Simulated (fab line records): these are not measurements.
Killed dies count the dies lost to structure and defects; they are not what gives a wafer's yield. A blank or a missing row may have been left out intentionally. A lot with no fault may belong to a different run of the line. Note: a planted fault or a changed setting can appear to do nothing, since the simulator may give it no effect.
Split-lot study :: flow rit-cmos :: on a route of 202 steps: 5 lots, 23 wafers read

THE SPLIT ITSELF
At RIT_GATE_ETCH_19 (etches poly-Si in SF6/CHF3/O2, stops on SiO2, time 165 s, target depth 312.5 nm), the setting rf-w was moved away from the recipe's 160 W on 10 of the 23 wafers read, by -7.3% to +11.9%. For the rest of the wafers, this setting stayed at what the recipe calls for.

Reading taken at the split's own step.

THE READING
NOVOLAK_of_GATE_COAT_11.thk-nm (the simulator's own value, which no gauge read), in nm, at RIT_GATE_ETCH_19 (etches poly-Si in SF6/CHF3/O2, stops on SiO2, time 165 s, target depth 312.5 nm). The file does not state a usual value for it. Average 672.4 nm, standard deviation 1.9 nm, over the 13 wafers here run with the recipe.

wafer: L074.1
tool, chamber at the split: rie-si-02, 3
rf-w as run, W: 160
against the recipe: recipe
NOVOLAK_of_GATE_COAT_11.thk-nm, nm: 673.8
against lot-mates on the recipe: -

wafer: L074.2
tool, chamber at the split: rie-si-02, 0
rf-w as run, W: 160
against the recipe: recipe
NOVOLAK_of_GATE_COAT_11.thk-nm, nm: 672.3
against lot-mates on the recipe: -

wafer: L074.4
tool, chamber at the split: rie-si-02, 1
rf-w as run, W: 160
against the recipe: recipe
NOVOLAK_of_GATE_COAT_11.thk-nm, nm: 676.3
against lot-mates on the recipe: -

wafer: L074.5
tool, chamber at the split: rie-si-02, 2
rf-w as run, W: 154.2
against the recipe: -3.6%
NOVOLAK_of_GATE_COAT_11.thk-nm, nm: 682.6
against lot-mates on the recipe: +8.5

wafer: L074.6
tool, chamber at the split: rie-si-02, 3
rf-w as run, W: 154.2
against the recipe: -3.6%
NOVOLAK_of_GATE_COAT_11.thk-nm, nm: 676.8
against lot-mates on the recipe: +2.7

wafer: L075.1
tool, chamber at the split: rie-si-01, 0
rf-w as run, W: 160
against the recipe: recipe
NOVOLAK_of_GATE_COAT_11.thk-nm, nm: 673.9
against lot-mates on the recipe: -

wafer: L075.3
tool, chamber at the split: rie-si-01, 3
rf-w as run, W: 160
against the recipe: recipe
NOVOLAK_of_GATE_COAT_11.thk-nm, nm: 671.8
against lot-mates on the recipe: -

wafer: L075.4
tool, chamber at the split: rie-si-01, 1
rf-w as run, W: 179.1
against the recipe: +11.9%
NOVOLAK_of_GATE_COAT_11.thk-nm, nm: 666.8
against lot-mates on the recipe: -5.8

wafer: L075.5
tool, chamber at the split: rie-si-01, 3
rf-w as run, W: 179.1
against the recipe: +11.9%
NOVOLAK_of_GATE_COAT_11.thk-nm, nm: 658.8
against lot-mates on the recipe: -13.8

wafer: L075.6
tool, chamber at the split: rie-si-01, 0
rf-w as run, W: 160
against the recipe: recipe
NOVOLAK_of_GATE_COAT_11.thk-nm, nm: 672.2
against lot-mates on the recipe: -

wafer: L076.2
tool, chamber at the split: rie-si-02, 1
rf-w as run, W: 160
against the recipe: recipe
NOVOLAK_of_GATE_COAT_11.thk-nm, nm: 671.6
against lot-mates on the recipe: -

wafer: L076.3
tool, chamber at the split: rie-si-02, 3
rf-w as run, W: 160
against the recipe: recipe
NOVOLAK_of_GATE_COAT_11.thk-nm, nm: 670.7
against lot-mates on the recipe: -

wafer: L076.5
tool, chamber at the split: rie-si-02, 0
rf-w as run, W: 160
against the recipe: recipe
NOVOLAK_of_GATE_COAT_11.thk-nm, nm: 669.4
against lot-mates on the recipe: -

wafer: L081.1
tool, chamber at the split: rie-si-01, 3
rf-w as run, W: 148.3
against the recipe: -7.3%
NOVOLAK_of_GATE_COAT_11.thk-nm, nm: 678.2
against lot-mates on the recipe: +7.2

wafer: L081.2
tool, chamber at the split: rie-si-01, 1
rf-w as run, W: 148.3
against the recipe: -7.3%
NOVOLAK_of_GATE_COAT_11.thk-nm, nm: 681
against lot-mates on the recipe: +10.0

wafer: L081.3
tool, chamber at the split: rie-si-01, 2
rf-w as run, W: 148.3
against the recipe: -7.3%
NOVOLAK_of_GATE_COAT_11.thk-nm, nm: 677.4
against lot-mates on the recipe: +6.4

wafer: L081.5
tool, chamber at the split: rie-si-01, 2
rf-w as run, W: 160
against the recipe: recipe
NOVOLAK_of_GATE_COAT_11.thk-nm, nm: 670.6
against lot-mates on the recipe: -

wafer: L081.6
tool, chamber at the split: rie-si-01, 3
rf-w as run, W: 160
against the recipe: recipe
NOVOLAK_of_GATE_COAT_11.thk-nm, nm: 671.3
against lot-mates on the recipe: -

wafer: L084.1
tool, chamber at the split: rie-si-01, 1
rf-w as run, W: 160
against the recipe: recipe
NOVOLAK_of_GATE_COAT_11.thk-nm, nm: 675.5
against lot-mates on the recipe: -

wafer: L084.2
tool, chamber at the split: rie-si-01, 2
rf-w as run, W: 168.4
against the recipe: +5.2%
NOVOLAK_of_GATE_COAT_11.thk-nm, nm: 664.5
against lot-mates on the recipe: -9.2

wafer: L084.3
tool, chamber at the split: rie-si-01, 3
rf-w as run, W: 168.4
against the recipe: +5.2%
NOVOLAK_of_GATE_COAT_11.thk-nm, nm: 663.3
against lot-mates on the recipe: -10.5

wafer: L084.4
tool, chamber at the split: rie-si-01, 0
rf-w as run, W: 160
against the recipe: recipe
NOVOLAK_of_GATE_COAT_11.thk-nm, nm: 672
against lot-mates on the recipe: -

wafer: L084.6
tool, chamber at the split: rie-si-01, 3
rf-w as run, W: 168.4
against the recipe: +5.2%
NOVOLAK_of_GATE_COAT_11.thk-nm, nm: 665.7
against lot-mates on the recipe: -8.0

THE FIT
A straight line over all 23 wafers: NOVOLAK_of_GATE_COAT_11.thk-nm changes by -0.991 nm for each +1% of rf-w; r = -0.87; the points scatter about the line by 2.8 nm.
The same after taking each lot's own level away (the mean of its wafers on the recipe; 23 wafers): -1.07 nm for each +1%; r = -0.90; scatter 2.6 nm.
According to that fit, moving rf-w by its largest amount changes the reading by 13 nm.
From 670.57 to 674.13 nm: that is the span of the lots' own levels, equal to 1.9 times the standard deviation above.
Consequently the slope shifts little with the lot-to-lot level, the two slopes agreeing.
Check: for one of the wafers moved furthest among these (+11.9%), held out of the fit, the line's prediction against its lot-mates is -15.6 nm. Against them it came out at -5.83 nm.

OTHER SPLITS ON THESE WAFERS
Other splits were also applied to these wafers ahead of the reading. Each is held against what the fit with the lots' levels taken away leaves over:
other split on the same wafers: RIT_ACTIVE_OXIDATION_01 ox-time-s
wafers away from the commonest value: 10
r with NOVOLAK_of_GATE_COAT_11.thk-nm (lot level and that fit taken away): -0.25

other split on the same wafers: RIT_NWELL_IMPLANT_08 dose-cm2
wafers away from the commonest value: 5
r with NOVOLAK_of_GATE_COAT_11.thk-nm (lot level and that fit taken away): +0.12

other split on the same wafers: RIT_PWELL_COAT_01 spin-rpm
wafers away from the commonest value: 8
r with NOVOLAK_of_GATE_COAT_11.thk-nm (lot level and that fit taken away): -0.02

other split on the same wafers: RIT_NRETRO_SOFTBAKE_02 temp-c
wafers away from the commonest value: 10
r with NOVOLAK_of_GATE_COAT_11.thk-nm (lot level and that fit taken away): +0.43

other split on the same wafers: RIT_NRETRO_IMPLANT_08 dose-cm2
wafers away from the commonest value: 9
r with NOVOLAK_of_GATE_COAT_11.thk-nm (lot level and that fit taken away): -0.27

other split on the same wafers: RIT_PRETRO_SOFTBAKE_02 temp-c
wafers away from the commonest value: 8
r with NOVOLAK_of_GATE_COAT_11.thk-nm (lot level and that fit taken away): +0.52

other split on the same wafers: RIT_GATE_OXIDATION_05 ox-time-s
wafers away from the commonest value: 15
r with NOVOLAK_of_GATE_COAT_11.thk-nm (lot level and that fit taken away): +0.48

other split on the same wafers: RIT_GATE_EXPOSE_13 dose-mj
wafers away from the commonest value: 9
r with NOVOLAK_of_GATE_COAT_11.thk-nm (lot level and that fit taken away): +0.33

THE FILE'S OWN FIT
NOVOLAK_of_GATE_COAT_11.thk-nm changes by -1.03 nm for each +1% of rf-w, r = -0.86.
